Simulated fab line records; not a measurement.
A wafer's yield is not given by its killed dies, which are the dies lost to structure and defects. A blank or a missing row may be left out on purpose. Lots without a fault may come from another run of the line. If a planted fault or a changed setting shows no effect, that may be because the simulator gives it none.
The tool behind it: which one? | flow berkeley cmos170 | 15 lots with 45 wafers sampled at 6 steps, on a route of 331 steps

## WHAT THE GAUGES READ, wafer by wafer
UCB170_NWELL_THK_MEAS_05. Usual: NWELL_NITRIDE_THK 224.2 nm, standard deviation 2.1.
lot  | measured    | on            | NWELL_NITRIDE_THK (nm) | flag
L707 | day 2 15:31 | film metro-02 | 225.6 224.2 224.7      |
L710 | day 2 22:53 | film metro-02 | 226.0 223.8 224.4      |
L711 | day 2 22:53 | film metro-01 | 225.1 225.3 225.0      |
L715 | day 4 06:50 | film metro-04 | 225.1 223.7 223.6      |
L717 | day 4 17:30 | film metro-04 | 221.4 221.8 221.7      |
L718 | day 4 17:31 | film metro-02 | 225.0 225.3 223.0      |
L720 | day 5 03:09 | film metro-01 | 223.0 221.2 224.2      |
L722 | day 5 10:30 | film metro-04 | 223.7 221.1 221.0      |
L723 | day 5 18:53 | film metro-04 | 228.9 227.4 228.0      |
L724 | day 6 00:20 | film metro-01 | 219.7 220.6 220.9      |
L725 | day 6 00:20 | film metro-04 | 225.4 224.9 224.3      |
L726 | day 6 09:21 | film metro-02 | 225.6 226.4 227.1      |
L727 | day 6 09:24 | film metro-02 | 223.7 225.6 224.5      |
L728 | day 6 21:30 | film metro-02 | 228.8 228.2 227.4      |
L729 | day 6 21:31 | film metro-01 | 225.6 226.4 225.4      |

UCB170_SILICIDE_RS_MEAS_02: measures by four-point-probe. Usual: SILICIDE_TI_RS 26.18 ohm/sq, standard deviation 0.28.
lot  | measured     | on            | SILICIDE_TI_RS (ohm/sq) | flag
L707 | day 7 18:08  | film metro-01 | 26.36 26.08 26.36       |
L710 | day 7 19:44  | film metro-01 | 26.40 25.84 26.10       |
L711 | day 7 23:02  | film metro-03 | 25.90 25.44 25.69       |
L715 | day 9 09:00  | film metro-04 | 26.40 26.21 26.34       |
L717 | day 10 08:19 | film metro-04 | - - -                   | OFF
L718 | day 9 20:15  | film metro-04 | - - -                   | OFF
L720 | day 10 06:46 | film metro-01 | - - -                   | OFF
L722 | day 10 21:33 | film metro-04 | 26.37 26.81 26.79       |
L723 | day 10 21:21 | film metro-04 | 26.14 26.39 26.04       |
L724 | day 11 07:23 | film metro-04 | 26.39 26.34 26.37       |
L725 | day 11 07:40 | film metro-04 | 25.89 25.95 25.97       |
L726 | day 11 13:54 | film metro-04 | 26.20 26.10 26.39       |
L727 | day 11 14:24 | film metro-03 | 26.04 25.91 25.88       |
L728 | day 12 05:47 | film metro-04 | 26.84 26.76 26.62       |
L729 | day 12 06:08 | film metro-01 | 26.33 26.14 26.20       |

UCB170_SILICIDE_THK_MEAS_03: measures by xrf. Usual: SILICIDE_TI_THK 30.02 nm, standard deviation 0.29.
lot  | measured     | on            | SILICIDE_TI_THK (nm) | flag
L707 | day 7 18:14  | film metro-01 | 30.03 30.23 29.95    |
L710 | day 7 19:51  | film metro-01 | 29.93 30.45 30.17    |
L711 | day 7 23:09  | film metro-03 | 30.26 30.69 30.45    |
L715 | day 9 09:07  | film metro-04 | 29.71 30.11 29.76    |
L717 | day 10 08:26 | film metro-04 | <0.00 <0.00 <0.00    | OFF
L718 | day 9 20:22  | film metro-04 | <0.00 <0.00 <0.00    | OFF
L720 | day 10 06:53 | film metro-01 | <0.00 <0.00 <0.00    | OFF
L722 | day 10 21:40 | film metro-04 | 29.90 29.33 29.32    |
L723 | day 10 21:26 | film metro-04 | 29.95 29.72 30.20    |
L724 | day 11 07:31 | film metro-04 | 29.87 29.99 30.03    |
L725 | day 11 07:47 | film metro-04 | 30.25 30.14 30.11    |
L726 | day 11 14:01 | film metro-04 | 29.95 30.08 29.77    |
L727 | day 11 14:31 | film metro-03 | 30.17 30.38 30.33    |
L728 | day 12 05:54 | film metro-04 | 29.29 29.25 29.28    |
L729 | day 12 06:15 | film metro-01 | 29.75 30.04 30.08    |

UCB170_V1_CD_MEAS_90 targets a cd of 700 nm. Usual: cd nm reads 699.4 nm (standard deviation 1.6).
lot  | measured     | on        | cd nm (nm)        | flag
L707 | day 8 04:41  | cd sem-01 | 698.4 699.6 698.8 |
L710 | day 8 08:02  | cd sem-02 | 700.0 700.2 700.0 |
L711 | day 8 11:10  | cd sem-02 | 699.6 702.3 701.0 |
L715 | day 9 19:09  | cd sem-02 | 700.1 699.3 700.5 |
L722 | day 11 10:08 | cd sem-01 | 698.9 697.5 698.4 |
L723 | day 11 08:37 | cd sem-01 | 697.0 698.5 698.0 |
L724 | day 11 18:02 | cd sem-02 | 698.4 698.3 698.6 |
L725 | day 11 19:04 | cd sem-02 | 698.8 696.9 698.8 |
L726 | day 12 02:54 | cd sem-02 | 698.7 697.6 697.7 |
L727 | day 12 03:10 | cd sem-01 | 697.7 698.5 697.4 |
L728 | day 12 18:00 | cd sem-01 | 699.4 698.3 700.3 |
L729 | day 12 16:09 | cd sem-02 | 695.7 696.2 695.8 |

UCB170_M2_RS_MEAS_02: measures by four-point-probe. Usual: M2_AL_RS 0.03187 ohm/sq, standard deviation 0.00025.
lot  | measured     | on            | M2_AL_RS (ohm/sq)       | flag
L707 | day 8 04:58  | film metro-01 | 0.03218 0.03236 0.0323  |
L710 | day 8 08:18  | film metro-01 | 0.03207 0.03185 0.03172 |
L711 | day 8 11:26  | film metro-04 | 0.03216 0.03205 0.03218 |
L715 | day 9 19:25  | film metro-03 | 0.03156 0.03203 0.03166 |
L722 | day 11 10:24 | film metro-01 | 0.03174 0.03223 0.03216 |
L723 | day 11 08:53 | film metro-04 | 0.03192 0.032 0.03198   |
L724 | day 11 18:18 | film metro-01 | 0.03189 0.03195 0.03174 |
L725 | day 11 19:20 | film metro-03 | 0.03169 0.0316 0.03145  |
L726 | day 12 03:10 | film metro-04 | 0.03174 0.0318 0.03182  |
L727 | day 12 03:26 | film metro-04 | 0.03224 0.03199 0.03235 |
L728 | day 12 18:16 | film metro-01 | 0.03168 0.03172 0.03178 |
L729 | day 12 16:25 | film metro-01 | 0.032 0.03207 0.03199   |

## WHAT TOOL EACH LOT RAN ON (gives the tool, then ch and the chambers of the sampled wafers, and finally the start)
lot  | UCB170_SILICIDE_SPUTTER_01
L707 | pvd sputter-01, day 7 18:04
L710 | pvd sputter-02, day 7 19:42
L711 | pvd sputter-01, day 7 23:00
L715 | pvd sputter-03, day 9 08:57
L717 | pvd sputter-01, day 10 08:17
L718 | pvd sputter-03, day 9 20:12
L720 | pvd sputter-02, day 10 06:44
L722 | pvd sputter-02, day 10 21:31
L723 | pvd sputter-01, day 10 21:16
L724 | pvd sputter-01, day 11 07:18
L725 | pvd sputter-03, day 11 07:38
L726 | pvd sputter-01, day 11 13:51
L727 | pvd sputter-03, day 11 14:22
L728 | pvd sputter-02, day 12 05:45
L729 | pvd sputter-03, day 12 06:05
- UCB170_SILICIDE_SPUTTER_01: material Ti, target thk 30 nm, time 25 s.

## AS READ BY THE TOOLS THEMSELVES (means over the sampled wafers that have a number; for cases with no such wafer, the mark the record gives instead)
UCB170_SILICIDE_SPUTTER_01. Usual: cathode dc power W 1500.0 W, standard deviation 0.28; chamber pressure pa 0.4999 Pa, standard deviation 0.0011; throttle valve pct 29.5 %, standard deviation 1.
lot  | tool           | cathode dc power W (W) | chamber pressure pa (Pa) | throttle valve pct (%) | flag
L707 | pvd sputter-01 | 1500.0                 | 0.4993                   | 29.5                   |
L710 | pvd sputter-02 | 1500.0                 | 0.5000                   | 29.3                   |
L711 | pvd sputter-01 | 1500.1                 | 0.4988                   | 28.9                   |
L715 | pvd sputter-03 | 1500.1                 | 0.4998                   | 30.0                   |
L717 | pvd sputter-01 | -                      | -                        | -                      | OFF
L718 | pvd sputter-03 | -                      | -                        | -                      | OFF
L720 | pvd sputter-02 | -                      | -                        | -                      | OFF
L722 | pvd sputter-02 | 1500.0                 | 0.5009                   | 29.2                   |
L723 | pvd sputter-01 | 1500.0                 | 0.4991                   | 29.1                   |
L724 | pvd sputter-01 | 1499.8                 | 0.5001                   | 28.8                   |
L725 | pvd sputter-03 | 1500.0                 | 0.5000                   | 29.9                   |
L726 | pvd sputter-01 | 1500.0                 | 0.4998                   | 29.3                   |
L727 | pvd sputter-03 | 1500.0                 | 0.4996                   | 29.4                   |
L728 | pvd sputter-02 | 1499.9                 | 0.4988                   | 29.5                   |
L729 | pvd sputter-03 | 1500.3                 | 0.4995                   | 29.5                   |

## THE ANSWER, worked out from the rows above alone
Rule: a lot counts as off when the mean over its wafers that have a number is more than 3 standard deviations away from the usual mean. A lot without any number at a reading at which 4 lots or more have one is off too. The other lots that the step has rows for count as sound. Order of review: gauges by route order, followed by the tools' own readings, for which a lot's mean as printed above is used. At the first step where some lot is off, the reading lying furthest off is the one used; lots without a number count as furthest.
Off: at UCB170_SILICIDE_RS_MEAS_02 (SILICIDE_TI_RS), L717, L718, L720. Without a number there: L717, L718, L720.
A tool fits if, at a process step before that reading, it ran every lot that is off, and no sound lot after the first of them. The gauges at UCB170_SILICIDE_RS_MEAS_02 aren't tried: what is off there is off at UCB170_SILICIDE_SPUTTER_01 too, on other tools, and a gauge's error can't cause that. None of those tried fits.

## WHAT THE SIMULATOR PUT IN
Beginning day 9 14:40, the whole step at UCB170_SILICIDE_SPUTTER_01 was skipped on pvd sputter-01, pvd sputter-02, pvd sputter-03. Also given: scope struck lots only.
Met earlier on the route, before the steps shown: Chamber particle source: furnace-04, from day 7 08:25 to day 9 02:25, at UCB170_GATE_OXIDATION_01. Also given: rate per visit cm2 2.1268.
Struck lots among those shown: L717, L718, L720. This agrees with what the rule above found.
